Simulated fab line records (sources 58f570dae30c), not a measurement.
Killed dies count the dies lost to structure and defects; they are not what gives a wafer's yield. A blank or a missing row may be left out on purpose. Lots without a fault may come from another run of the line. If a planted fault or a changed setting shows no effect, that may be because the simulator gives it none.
Lot-split experiment -- flow berkeley cmos170 -- route with 331 steps; 5 lots, 23 wafers read

THE SPLIT
At UCB170_ACTIVE_PEB_11, the setting peb temp c was moved away from the recipe's 130 C on 9 of the 23 wafers read, by +1.4% to +3.0%. For the rest of the wafers, this setting stayed at what the recipe calls for.

FROM THE SPLIT TO THE READING: what the file shows between them, 4 steps
- UCB170_ACTIVE_DEVELOP_12: develop time 45 s
- UCB170_ACTIVE_CD_MEAS_13: target cd 1200 nm
- UCB170_ACTIVE_ETCH_15: etches Si3N4 in CH3F/Ar/O2, stops on SiO2, target depth 242 nm, time 151 s
- UCB170_ACTIVE_STRIP_16: strips in O2

THE READING
cd nm, in nm, at UCB170_ACTIVE_CD_MEAS_90 (target cd 1200 nm). A value of 1199.7 nm with a standard deviation of 1.2 nm is what fault-free wafers of this fab line usually give.

wafer,"tool, chamber at the split","peb temp c as run, C",against the recipe,"cd nm, nm",against lot-mates on the recipe
L075.1,"litho track-03, 0",130,recipe,1200.0,-
L075.2,"litho track-03, 0",130,recipe,1199.3,-
L075.3,"litho track-03, 0",130,recipe,1201.2,-
L075.5,"litho track-03, 0",130,recipe,1201.7,-
L075.6,"litho track-03, 0",130,recipe,1199.1,-
L076.1,"litho track-03, 0",133.9,+3.0%,1178.6,-22.7
L076.2,"litho track-03, 0",130,recipe,1200.5,-
L076.3,"litho track-03, 0",133.9,+3.0%,1179.1,-22.2
L076.4,"litho track-03, 0",133.9,+3.0%,1177.9,-23.4
L076.5,"litho track-03, 0",130,recipe,1202.1,-
L081.2,"litho track-03, 0",133.6,+2.8%,1178.8,-20.9
L081.3,"litho track-03, 0",130,recipe,1200.4,-
L081.4,"litho track-03, 0",130,recipe,1199.0,-
L081.5,"litho track-03, 0",133.6,+2.8%,1178.7,-21.0
L081.6,"litho track-03, 0",133.6,+2.8%,1178.8,-20.9
L080.1,"litho track-02, 0",130,recipe,1197.5,-
L080.3,"litho track-02, 0",130,recipe,1197.5,-
L080.5,"litho track-02, 0",130,recipe,1197.0,-
L082.1,"litho track-02, 0",130,recipe,1197.8,-
L082.2,"litho track-02, 0",131.8,+1.4%,1186.1,-11.5
L082.3,"litho track-02, 0",131.8,+1.4%,1187.1,-10.5
L082.4,"litho track-02, 0",130,recipe,1197.4,-
L082.5,"litho track-02, 0",131.8,+1.4%,1185.8,-11.8

THE FIT
A straight line over all 23 wafers: cd nm changes by -7.27 nm for each +1% of peb temp c; r = -0.98; the points scatter about the line by 1.8 nm.
The same after taking each lot's own level away (the mean of its wafers on the recipe; 23 wafers): -7.61 nm for each +1%; r = -1.00; scatter 0.72 nm.
According to that fit, moving peb temp c by its largest amount changes the reading by 23 nm.
Across the lots, their own levels run from 1197.33 to 1201.30 nm, a range of 3.3 times the standard deviation given above.
The two slopes are in agreement: the lot-to-lot level therefore moves the slope only a little.
Check: for one of the wafers moved furthest among these (+3.0%), held out of the fit, the line's prediction against its lot-mates is -22.9 nm. Against them it came out at -22.7 nm.

FURTHER SPLITS ON THESE WAFERS
Other splits were also applied to these wafers ahead of the reading. Each is held against what the fit with the lots' levels taken away leaves over:
other split on the same wafers,wafers away from the commonest value,r with cd nm (lot level and that fit taken away)
UCB170_NWELL_CVD_04 pressure mtorr,18,-0.10
UCB170_PWELL_COAT_08 spin rpm,6,+0.01
UCB170_PWELL_ETCH_14 rf w,11,-0.06
UCB170_ACTIVE_OXIDATION_02 temp c,18,+0.18

THE WHOLE CHAIN: every reading that the file lists as answering this split, in the file's order
step,what it does,reading,change (the file's fit),r (the file's)
UCB170_ACTIVE_CD_MEAS_13,target cd 1200 nm,cd nm,-7.53 nm for each +1% of the setting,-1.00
UCB170_ACTIVE_ETCH_15,"etches Si3N4 in CH3F/Ar/O2, stops on SiO2, target depth 242 nm, time 151 s","ACTIVE.cd nm (the simulator's own value, which no gauge read)",-7.54 nm for each +1% of the setting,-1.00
UCB170_ACTIVE_CD_MEAS_90,target cd 1200 nm,cd nm,-7.63 nm for each +1% of the setting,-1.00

FILE'S OWN FIT
cd nm changes by -7.63 nm for each +1% of peb temp c, r = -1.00.
